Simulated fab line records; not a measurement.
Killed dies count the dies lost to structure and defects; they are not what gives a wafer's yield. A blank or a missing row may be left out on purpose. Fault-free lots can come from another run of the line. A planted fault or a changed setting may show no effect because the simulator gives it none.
fab line records    flow rit-cmos
record: lots: 6  wafers: 18  last-day: 7
route steps=202 shown WELLDRIVE@50 NWELL@51 PWELL@52 NRETRO@53 PRETRO@64 M1@202
lots with no fault: from the same line, run without faults
start-h: hours from the record's opening day to when the first of the lot's shown wafers began    wait-h: hours from the lot's prior step to this one    " repeats the value in the row above    L1.1+2: a row that stands for several wafers    - no value, or no start given    * or withheld: withheld    < > ~ a bound
route shown NAME@n: names a module that has steps shown in the file, with the first one's number in the route    usual: average and standard deviation across the fault-free wafers    same: alike in all rows    chamber/n: place in a boat    sites: per-site readings    _std_site: the standard deviation of these    _edge_site: inner sites' mean taken away from outer sites' mean    radius-mm: for every site, how far away it sits from the centre of the wafer    mask NAME#n: copy n    behind: the last tool/chamber to shape the wafer    hold: cause of the lot's hold/its duration in hours/its outcome    device: transistor that didn't switch, given as n, p or np    end of line: the route-end tests of the same wafers    a step given without rows: its recipe and nothing more    killed: count of dies lost to structure and defects at first sort (not the wafer's yield)    map: shows each die of a wafer: x if killed, . if not, _ if none is there
set.NAME: the run value of the setting; set.NAME@STEP: its run value at that earlier step    model.NAME: the simulator's own value behind a step, which no gauge read
certain route steps with their lots: each step a table, each wafer a row
services: from which hour (start-h, from the record's first day; less than 0 if before it) a tool's chamber was out of use, for how many hours, and why
== steps ==
step: RIT_WELLDRIVE_ANNEAL_00
recipe: temp-c: 1100  time-s: 14700  ambient: N2
step: RIT_WELLDRIVE_RS_MEAS_01
recipe: thk-meas-gauge: four-point-probe
usual: NWELL_RS: 275.3/0.91
lot.wafer  tool           chamber  start-h  wait-h  NWELL_RS[ohm/sq]
L574.2     film-metro-03  -        33.77    0.0     274.9
L574.3     "              -        "        "       275.4
L574.5     "              -        "        "       274.5
L578.3     film-metro-01  -        54.73    0.0     275.6
L578.4     "              -        "        "       276.4
L578.5     "              -        "        "       276.1
L579.1     film-metro-02  -        58.80    0.0     273.5
L579.2     "              -        "        "       273.6
L579.3     "              -        "        "       274.1
L587.2     film-metro-03  -        99.21    0.0     276.0
L587.5     "              -        "        "       276.0
L587.6     "              -        "        "       276.0
L589.2     film-metro-03  -        109.90   0.0     275.7
L589.5     "              -        "        "       276.5
L589.6     "              -        "        "       275.6
L595.3     film-metro-02  -        138.96   0.0     273.5
L595.4     "              -        "        "       273.6
L595.5     "              -        "        "       274.1
step: RIT_WELLDRIVE_RS_MEAS_02
recipe: thk-meas-gauge: four-point-probe
usual: PWELL_RS: 429.6/1.2
lot.wafer  tool           chamber  start-h  wait-h  PWELL_RS[ohm/sq]
L574.2     film-metro-03  -        33.89    0.1     429.3
L574.3     "              -        "        "       429.1
L574.5     "              -        "        "       428.8
L578.3     film-metro-01  -        54.85    0.1     429.0
L578.4     "              -        "        "       431.3
L578.5     "              -        "        "       431.3
L579.1     film-metro-02  -        58.92    0.1     429.1
L579.2     "              -        "        "       429.3
L579.3     "              -        "        "       429.5
L587.2     film-metro-03  -        99.33    0.1     427.7
L587.5     "              -        "        "       428.5
L587.6     "              -        "        "       427.8
L589.2     film-metro-03  -        110.02   0.1     428.1
L589.5     "              -        "        "       429.3
L589.6     "              -        "        "       428.8
L595.3     film-metro-02  -        139.08   0.1     429.7
L595.4     "              -        "        "       430.7
L595.5     "              -        "        "       429.7
step: RIT_NRETRO_HMDS_00
recipe: prime-time-s: 60  prime-temp-c: 140
step: RIT_NRETRO_COAT_01
recipe: resist: NOVOLAK  spin-rpm: 2000  resist-thk-nm: 1300
step: RIT_NRETRO_SOFTBAKE_02
recipe: resist: NOVOLAK  temp-c: 90  time-s: 60
step: RIT_NRETRO_EXPOSE_03
recipe: mask-id: M4  na: 0.57  target-cd-nm: 43900  dose-mj: 250
step: RIT_NRETRO_PEB_04
recipe: resist: NOVOLAK  temp-c: withheld  time-s: withheld
step: RIT_NRETRO_DEVELOP_05
recipe: resist: NOVOLAK  develop-time-s: 68  dev-temp-c: 23
step: RIT_NRETRO_OVL_MEAS_06
usual: NRETRO_OVL: 0.3/1.5
lot.wafer  tool        chamber  start-h  wait-h  NRETRO_OVL[nm]
L574.2     overlay-01  -        34.87    -       1.4
L574.3     "           -        "        "       2.5
L574.5     "           -        "        "       -0.5
L578.3     overlay-01  -        55.95    -       0.5
L578.4     "           -        "        "       0.0
L578.5     "           -        "        "       -0.7
L579.1     overlay-02  -        60.01    -       0.5
L579.2     "           -        "        "       0.5
L579.3     "           -        "        "       -2.0
L587.2     overlay-02  -        100.44   -       0.3
L587.5     "           -        "        "       2.0
L587.6     "           -        "        "       0.5
L589.2     overlay-01  -        111.28   -       -0.1
L589.5     "           -        "        "       -0.2
L589.6     "           -        "        "       1.0
L595.3     overlay-02  -        140.06   -       0.0
L595.4     "           -        "        "       0.3
L595.5     "           -        "        "       -2.3
step: RIT_NRETRO_HARDBAKE_07
recipe: resist: NOVOLAK  temp-c: 140  time-s: 120
step: RIT_NRETRO_IMPLANT_08
recipe: species: P  energy-kev: 70  dose-cm2: 1e+13  tilt-deg: 7
step: RIT_NRETRO_STRIP_09
recipe: chemistry: O2  time-s: 180  resist: NOVOLAK  platen-temp-c: withheld  power-w: 500  pressure-mtorr: 4000  o2-flow-sccm: 4000
usual: chamber-pressure-mTorr: 4000/3.6  drypump-motor-current-A: 5.4/0.33
lot.wafer  tool             chamber  start-h  wait-h  chamber-pressure-mTorr  drypump-motor-current-A  rf-hours-counter-h  model.NOVOLAK_of_NRETRO_COAT_01.thk-nm
L574.2     plasma-asher-03  1        35.30    0.1     3998                    5.5                      38                  0
L574.3     "                0        "        "       3997                    5.1                      -                   0
L574.5     "                0        "        "       4000                    5.1                      -                   0
L578.3     plasma-asher-03  0        56.43    0.1     -                       -                        -                   1141
L578.4     "                1        "        "       -                       -                        -                   1139
L578.5     "                0        "        "       -                       -                        -                   1140
L579.1     plasma-asher-03  1        60.45    0.1     -                       -                        -                   1136
L579.2     "                0        "        "       -                       -                        -                   1141
L579.3     "                1        "        "       -                       -                        -                   1135
L587.2     plasma-asher-04  1        100.87   0.1     3996                    5.2                      31                  0
L587.5     "                1        "        "       4003                    5.2                      -                   0
L587.6     "                0        "        "       4004                    6.1                      -                   0
L589.2     plasma-asher-04  1        111.86   0.1     3999                    5.3                      32                  0
L589.5     "                1        "        "       4005                    5.3                      -                   0
L589.6     "                0        "        "       3997                    6.2                      -                   0
L595.3     plasma-asher-03  0        140.54   0.1     3995                    5.1                      -                   0
L595.4     "                1        "        "       4000                    5.4                      -                   0
L595.5     "                1        "        "       3996                    5.5                      -                   0
step: RIT_NRETRO_TW_MEAS_10
usual: NRETRO_TW: 1053/6.5
lot.wafer  tool           chamber  start-h  wait-h  NRETRO_TW
L574.2     film-metro-03  -        35.49    0.1     1046
L574.3     "              -        "        "       1050
L574.5     "              -        "        "       1051
L578.3     film-metro-02  -        56.57    0.1     1050
L578.4     "              -        "        "       1051
L578.5     "              -        "        "       1049
L579.1     film-metro-04  -        60.62    0.1     1057
L579.2     "              -        "        "       1060
L579.3     "              -        "        "       1059
L587.2     film-metro-03  -        101.06   0.1     1047
L587.5     "              -        "        "       1044
L587.6     "              -        "        "       1047
L589.2     film-metro-04  -        112.04   0.1     1050
L589.5     "              -        "        "       1050
L589.6     "              -        "        "       1054
L595.3     film-metro-04  -        140.68   0.1     1055
L595.4     "              -        "        "       1053
L595.5     "              -        "        "       1055
step: RIT_PRETRO_HMDS_00
recipe: prime-time-s: 60  prime-temp-c: 140
step: RIT_PRETRO_COAT_01
recipe: resist: NOVOLAK  spin-rpm: 2000  resist-thk-nm: 1300
step: RIT_PRETRO_SOFTBAKE_02
recipe: resist: NOVOLAK  temp-c: 90  time-s: 60
step: RIT_PRETRO_EXPOSE_03
recipe: mask-id: M5  na: 0.57  target-cd-nm: 43700  dose-mj: 250
step: RIT_PRETRO_PEB_04
recipe: resist: NOVOLAK  temp-c: withheld  time-s: withheld
step: RIT_PRETRO_DEVELOP_05
recipe: resist: NOVOLAK  develop-time-s: 68  dev-temp-c: 23
step: RIT_PRETRO_OVL_MEAS_06
usual: PRETRO_OVL: -0.1/1.2
lot.wafer  tool        chamber  start-h  wait-h  PRETRO_OVL[nm]
L574.2     overlay-02  -        36.42    -       -0.3
L574.3     "           -        "        "       1.2
L574.5     "           -        "        "       1.6
L578.3     overlay-02  -        57.63    -       1.0
L578.4     "           -        "        "       0.1
L578.5     "           -        "        "       2.0
L579.1     overlay-01  -        61.56    -       -1.5
L579.2     "           -        "        "       1.9
L579.3     "           -        "        "       0.3
L587.2     overlay-01  -        102.12   -       1.5
L587.5     "           -        "        "       0.4
L587.6     "           -        "        "       -0.4
L589.2     overlay-01  -        112.98   -       -0.7
L589.5     "           -        "        "       -1.5
L589.6     "           -        "        "       -2.2
L595.3     overlay-01  -        141.73   -       -1.3
L595.4     "           -        "        "       -1.2
L595.5     "           -        "        "       -0.8
step: RIT_PRETRO_HARDBAKE_07
recipe: resist: NOVOLAK  temp-c: 140  time-s: 120
step: RIT_PRETRO_IMPLANT_08
recipe: species: B  energy-kev: 45  dose-cm2: 1.2e+13  tilt-deg: 7
step: RIT_PRETRO_STRIP_09
recipe: chemistry: O2  time-s: 180  resist: NOVOLAK  platen-temp-c: withheld  power-w: 500  pressure-mtorr: 4000  o2-flow-sccm: 4000
usual: chamber-pressure-mTorr: 4000/3.7  drypump-motor-current-A: 5.4/0.35
lot.wafer  tool             chamber  start-h  wait-h  chamber-pressure-mTorr  drypump-motor-current-A  rf-hours-counter-h
L574.2     plasma-asher-02  0        36.85    0.1     3995                    5.6                      38
L574.3     "                1        "        "       3998                    4.9                      -
L574.5     "                1        "        "       4007                    4.9                      -
L578.3     plasma-asher-01  0        58.11    0.1     4011                    5.9                      -
L578.4     "                1        "        "       4005                    5.8                      -
L578.5     "                1        "        "       3998                    5.8                      -
L579.1     plasma-asher-03  1        62.00    0.1     3997                    5.4                      41
L579.2     "                0        "        "       4001                    5.1                      41
L579.3     "                1        "        "       3998                    5.5                      -
L587.2     plasma-asher-02  1        102.55   0.1     3999                    4.9                      45
L587.5     "                0        "        "       4003                    5.6                      -
L587.6     "                1        "        "       4002                    4.9                      -
L589.2     plasma-asher-03  1        113.41   0.1     4005                    5.5                      47
L589.5     "                1        "        "       4001                    5.5                      -
L589.6     "                0        "        "       4002                    5.1                      -
L595.3     plasma-asher-03  1        142.21   0.1     3997                    5.5                      -
L595.4     "                0        "        "       4000                    5.1                      -
L595.5     "                0        "        "       4002                    5.1                      -
step: RIT_PRETRO_TW_MEAS_10
usual: PRETRO_TW: 475.7/2.1
lot.wafer  tool           chamber  start-h  wait-h  hold                      PRETRO_TW
L574.2     film-metro-01  -        37.04    0.1     -                         474.4
L574.3     "              -        "        "       -                         474.1
L574.5     "              -        "        "       -                         474.4
L578.3     film-metro-02  -        58.25    0.1     await-dispo/0.2h/release  30.2
L578.4     "              -        "        "       await-dispo/0.2h/release  30.1
L578.5     "              -        "        "       await-dispo/0.2h/release  30.1
L578.3     film-metro-02  -        58.47    0.2     -                         30.1
L578.4     "              -        "        "       -                         30.3
L578.5     "              -        "        "       -                         30.0
L579.1     film-metro-02  -        62.18    0.1     await-dispo/0.2h/release  30.1
L579.2     "              -        "        "       await-dispo/0.2h/release  30.0
L579.3     "              -        "        "       await-dispo/0.2h/release  30.1
L579.1     film-metro-02  -        62.40    0.2     -                         30.2
L579.2     "              -        "        "       -                         30.2
L579.3     "              -        "        "       -                         30.1
L587.2     film-metro-01  -        102.73   0.1     -                         474.0
L587.5     "              -        "        "       -                         472.5
L587.6     "              -        "        "       -                         473.5
L589.2     film-metro-04  -        113.59   0.1     -                         473.1
L589.5     "              -        "        "       -                         475.0
L589.6     "              -        "        "       -                         475.9
L595.3     film-metro-04  -        142.35   0.1     -                         478.1
L595.4     "              -        "        "       -                         477.8
L595.5     "              -        "        "       -                         477.4
step: RIT_M1_PROBE_99
usual: defect-limited-yield: 97.4/1.2  killed-at-front-end: 7/3.1  killed-dies: 7/3.1  killed-open: 3.5/2  killed-short: 3.3/2  sort_bin_3_pad_short: 0.1/0.19  sort_bin_5_function: 1.5/0.87  sort_bin_6_memory: 0.9/0.59  sort-n-pass: 257/3.1  sort-yield-pct: 97.4/1.2
same: gross-dies: 264  killed_at_M0_to_M3: 0  killed_at_M4_up: 0  killed-at-back-side: 0  killed-at-contacts: 0  killed-at-other: 0
lot.wafer  tool       chamber  start-h  wait-h  defect-limited-yield[%]  killed-at-front-end  killed-dies  killed-open  killed-short  sort_bin_3_pad_short[%]  sort_bin_5_function[%]  sort_bin_6_memory[%]  sort-n-pass  sort-yield-pct[%]
L574.2     prober-01  -        63.41    0.1     98.1                     5                    5            3            2             0.4                      0.8                     0.8                   259          98.1
L574.3     prober-01  -        63.46    0.2     94.7                     14                   14           7            7             0                        1.9                     3.4                   250          94.7
L574.5     prober-01  -        63.56    0.2     98.5                     4                    4            2            2             0                        0.8                     0.8                   260          98.5
L587.2     prober-02  -        130.65   0.1     97.7                     6                    6            6            0             0                        1.1                     1.1                   258          97.7
L587.5     prober-02  -        130.80   0.2     97.3                     7                    7            2            5             0.4                      1.5                     0.8                   257          97.3
L587.6     prober-02  -        130.85   0.2     97.7                     6                    6            2            4             0                        1.9                     0.4                   258          97.7
L589.2     prober-02  -        139.13   0.1     97.3                     7                    7            4            3             0                        1.9                     0.8                   257          97.3
L589.5     prober-02  -        139.28   0.2     93.6                     17                   17           9            8             0.4                      5.3                     0.8                   247          93.6
L589.6     prober-02  -        139.33   0.2     96.6                     9                    9            3            6             0.8                      2.3                     0.4                   255          96.6
L595.3     prober-02  -        171.06   0.2     97.7                     6                    6            5            1             0                        1.5                     0.8                   258          97.7
L595.4     prober-02  -        171.11   0.2     97.7                     6                    6            5            1             0                        0.8                     1.5                   258          97.7
L595.5     prober-02  -        171.16   0.2     96.6                     9                    9            7            2             0                        2.7                     0.8                   255          96.6
killed by level:class
L574.2 FOX1:geometric-particle:short=1 FOX2:geometric-particle:open=1 GATE:geometric-particle:open=1 SPACER:geometric-particle:open=1 SILICIDE:geometric-particle:short=1
L574.3 GATE:geometric-particle:short=4 REOX:geometric-particle:open=2 SPACER:geometric-particle:open=2 FOX1:geometric-particle:open=1 FOX1:geometric-particle:short=1 GATE:geometric-particle:open=1 SPACER:geometric-particle:short=1 SILICIDE:geometric-particle:open=1
L574.5 GATE:geometric-particle:short=2 GATE:geometric-particle:open=1 SPACER:geometric-particle:open=1
L587.2 GATE:geometric-particle:open=5 FOX1:geometric-particle:open=1
L587.5 FOX1:geometric-particle:short=1 FOX2:geometric-particle:open=1 FOX2:geometric-particle:short=1 GATE:geometric-particle:short=1 REOX:geometric-particle:short=1 SILICIDE:geometric-particle:open=1 SILICIDE:geometric-particle:short=1
L587.6 GATE:geometric-particle:open=2 SPACER:geometric-particle:short=2 GATE:geometric-particle:short=1 REOX:geometric-particle:short=1
L589.2 FOX1:geometric-particle:open=2 GATE:geometric-particle:open=1 GATE:geometric-particle:short=1 REOX:geometric-particle:open=1 REOX:geometric-particle:short=1 SPACER:geometric-particle:short=1
L589.5 GATE:geometric-particle:short=5 GATE:geometric-particle:open=3 REOX:geometric-particle:open=2 SILICIDE:geometric-particle:open=2 FOX1:geometric-particle:open=1 FOX1:geometric-particle:short=1 FOX2:geometric-particle:short=1 REOX:geometric-particle:short=1
L589.6 GATE:geometric-particle:short=3 FOX1:geometric-particle:short=1 FOX2:geometric-particle:open=1 GATE:geometric-particle:open=1 REOX:geometric-particle:short=1 SPACER:geometric-particle:short=1 SPACER:geometric-particle:open=1
L595.3 GATE:geometric-particle:open=3 SPACER:geometric-particle:open=1 SPACER:geometric-particle:short=1 SILICIDE:geometric-particle:open=1
L595.4 REOX:geometric-particle:open=3 GATE:geometric-particle:open=1 GATE:geometric-particle:short=1 SILICIDE:geometric-particle:open=1
L595.5 REOX:geometric-particle:open=4 FOX1:geometric-particle:open=1 GATE:geometric-particle:short=1 GATE:geometric-particle:open=1 SPACER:geometric-particle:open=1 SILICIDE:geometric-particle:short=1
== services ==
tool             chamber  start-h  hours  kind
plasma-asher-02  -        75.76    0.5    repair
plasma-asher-01  -        81.88    3.2    repair
plasma-asher-01  -        108.75   9.0    pm
plasma-asher-01  0        108.75   9.0    vent-cycle
plasma-asher-01  1        108.75   9.0    vent-cycle
plasma-asher-01  -        110.76   0.7    repair
plasma-asher-01  0        117.75   -      clean
plasma-asher-01  1        117.75   -      clean
plasma-asher-02  -        124.14   9.8    repair
== key ==
first-sign: step: RIT_NRETRO_STRIP_09  reading: tool-record  direction: missing
effect: step: RIT_PRETRO_TW_MEAS_10  reading: visit  direction: added
effect: step: RIT_PRETRO_TW_MEAS_10  reading: PRETRO_TW  direction: down  sigmas: 99+  usual: 475.7  struck: 30.1
model-effect: step: RIT_NRETRO_STRIP_09  value: NOVOLAK_of_NRETRO_COAT_01.thk-nm  without: 0  struck: 1139
met-at RIT_NRETRO_STRIP_09
struck-wafers L578.3,L578.4,L578.5,L579.1,L579.2,L579.3
scrapped-behind RIT_PRETRO_TW_MEAS_10 L578.3,L578.4,L578.5,L579.1,L579.2,L579.3
onset-between 35.30 56.43
fault: kind: skipped-step-whole  tool: plasma-asher-03  chamber: -  onset-h: 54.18  steps: RIT_NRETRO_STRIP_09  scope: struck-lots-only
